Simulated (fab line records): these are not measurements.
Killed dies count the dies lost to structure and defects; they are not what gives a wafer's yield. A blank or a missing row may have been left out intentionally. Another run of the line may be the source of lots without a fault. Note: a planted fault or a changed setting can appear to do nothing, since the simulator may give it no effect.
Shared-tool check || flow rit-cmos || 14 lots, 42 wafers sampled

== REASON IT WAS OPENED ==
Of 14 lots, 2 have the reading FOX1_OXIDE_THK flagged at RIT_FOX1_THK_MEAS_01. Fault-free wafers read 353 nm, with a standard deviation of 8.4.
Rule: a lot gets a flag if all its wafers with a number sit over 4 standard deviations from that mean, or if no wafer of it has a number. All remaining lots are regarded as sound.

{"lot": "L280", "measured": "day 1 17:52", "on": "film-metro-03", "FOX1_OXIDE_THK (nm), wafer by wafer": "352 351 360", "flag": ""}
{"lot": "L281", "measured": "day 1 23:22", "on": "film-metro-01", "FOX1_OXIDE_THK (nm), wafer by wafer": "363 360 355", "flag": ""}
{"lot": "L282", "measured": "day 2 03:14", "on": "film-metro-03", "FOX1_OXIDE_THK (nm), wafer by wafer": "357 360 354", "flag": ""}
{"lot": "L283", "measured": "day 2 10:11", "on": "film-metro-01", "FOX1_OXIDE_THK (nm), wafer by wafer": "355 365 365", "flag": ""}
{"lot": "L284", "measured": "day 2 14:14", "on": "film-metro-03", "FOX1_OXIDE_THK (nm), wafer by wafer": "359 361 359", "flag": ""}
{"lot": "L285", "measured": "day 2 20:26", "on": "film-metro-03", "FOX1_OXIDE_THK (nm), wafer by wafer": "353 353 350", "flag": ""}
{"lot": "L286", "measured": "day 3 01:11", "on": "film-metro-01", "FOX1_OXIDE_THK (nm), wafer by wafer": "349 353 355", "flag": ""}
{"lot": "L287", "measured": "day 3 05:53", "on": "film-metro-01", "FOX1_OXIDE_THK (nm), wafer by wafer": "345 342 350", "flag": ""}
{"lot": "L288", "measured": "day 3 09:10", "on": "film-metro-01", "FOX1_OXIDE_THK (nm), wafer by wafer": "302 310 307", "flag": "FLAGGED"}
{"lot": "L290", "measured": "day 3 21:22", "on": "film-metro-01", "FOX1_OXIDE_THK (nm), wafer by wafer": "357 357 350", "flag": ""}
{"lot": "L294", "measured": "day 4 16:44", "on": "film-metro-03", "FOX1_OXIDE_THK (nm), wafer by wafer": "303 305 300", "flag": "FLAGGED"}
{"lot": "L297", "measured": "day 5 06:20", "on": "film-metro-03", "FOX1_OXIDE_THK (nm), wafer by wafer": "342 340 347", "flag": ""}
{"lot": "L300", "measured": "day 5 22:34", "on": "film-metro-01", "FOX1_OXIDE_THK (nm), wafer by wafer": "361 364 367", "flag": ""}
{"lot": "L301", "measured": "day 6 02:26", "on": "film-metro-01", "FOX1_OXIDE_THK (nm), wafer by wafer": "363 369 372", "flag": ""}
The mean of the flagged lots' numbers is 304 nm, -48 nm from the usual (-6 standard deviations).

== WHICH TOOL RAN EACH LOT ==
The record holds 1 process step before the reading, out of a route of 202 steps. Cell contents, in order: the tool; ch with the chambers the sampled wafers went through; the start.
{"lot": "L280", "flag": "", "RIT_FOX1_OXIDATION_00": "furnace-01 ch 0, day 1 16:32"}
{"lot": "L281", "flag": "", "RIT_FOX1_OXIDATION_00": "furnace-04 ch 0, day 1 22:03"}
{"lot": "L282", "flag": "", "RIT_FOX1_OXIDATION_00": "furnace-04 ch 0, day 2 01:55"}
{"lot": "L283", "flag": "", "RIT_FOX1_OXIDATION_00": "furnace-04 ch 0, day 2 08:51"}
{"lot": "L284", "flag": "", "RIT_FOX1_OXIDATION_00": "furnace-03 ch 0, day 2 12:55"}
{"lot": "L285", "flag": "", "RIT_FOX1_OXIDATION_00": "furnace-01 ch 0, day 2 19:08"}
{"lot": "L286", "flag": "", "RIT_FOX1_OXIDATION_00": "furnace-03 ch 0, day 2 23:53"}
{"lot": "L287", "flag": "", "RIT_FOX1_OXIDATION_00": "furnace-03 ch 0, day 3 04:32"}
{"lot": "L288", "flag": "FLAGGED", "RIT_FOX1_OXIDATION_00": "furnace-03 ch 0, day 3 07:51"}
{"lot": "L290", "flag": "", "RIT_FOX1_OXIDATION_00": "furnace-04 ch 0, day 3 20:03"}
{"lot": "L294", "flag": "FLAGGED", "RIT_FOX1_OXIDATION_00": "furnace-03 ch 0, day 4 15:24"}
{"lot": "L297", "flag": "", "RIT_FOX1_OXIDATION_00": "furnace-01 ch 0, day 5 05:01"}
{"lot": "L300", "flag": "", "RIT_FOX1_OXIDATION_00": "furnace-04 ch 0, day 5 21:15"}
{"lot": "L301", "flag": "", "RIT_FOX1_OXIDATION_00": "furnace-04 ch 0, day 6 01:07"}
What these steps do:
- RIT_FOX1_OXIDATION_00: target thk 350.7 nm, ox time 1130 s.
- RIT_FOX1_THK_MEAS_01

== FLAGGED OVER TOTAL, TOOL BY TOOL (the gauges that took the reading come last) ==
{"step": "RIT_FOX1_OXIDATION_00", "tool": "furnace-01", "lots run": 3, "flagged": 0, "share of the flagged lots": "none", "sound lots run after its first flagged lot": "-"}
{"step": "RIT_FOX1_OXIDATION_00", "tool": "furnace-03", "lots run": 5, "flagged": 2, "share of the flagged lots": "all", "sound lots run after its first flagged lot": 0}
{"step": "RIT_FOX1_OXIDATION_00", "tool": "furnace-04", "lots run": 6, "flagged": 0, "share of the flagged lots": "none", "sound lots run after its first flagged lot": "-"}
{"step": "RIT_FOX1_THK_MEAS_01", "tool": "film-metro-01", "lots run": 8, "flagged": 1, "share of the flagged lots": "some", "sound lots run after its first flagged lot": "3 (L290,L300,L301)"}
{"step": "RIT_FOX1_THK_MEAS_01", "tool": "film-metro-03", "lots run": 6, "flagged": 1, "share of the flagged lots": "some", "sound lots run after its first flagged lot": "1 (L297)"}

== WHAT THE TABLE PERMITS ==
1 row of the table ran every flagged lot: furnace-03 at RIT_FOX1_OXIDATION_00.
- furnace-03 at RIT_FOX1_OXIDATION_00 ran 5 lots, 2 of them flagged. It ran its last sound lot, L287, at day 3 04:32 and its first flagged lot, L288, at day 3 07:51: a fault with its onset between the two fits. Its own readings lie more than 4 standard deviations out on every wafer of the flagged lots: spike-tc-centre-C, spike-tc-load-C, spike-tc-source-C, tube-center-temp-C, tube_center_temp_C_max.
Just one tool remains: furnace-03 at RIT_FOX1_OXIDATION_00.

== WHAT THE SIMULATOR PUT IN ==
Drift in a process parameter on furnace-03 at RIT_FOX1_OXIDATION_00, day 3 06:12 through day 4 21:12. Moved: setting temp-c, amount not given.
Lots struck among those shown: L288, L294. The rule above found the same.
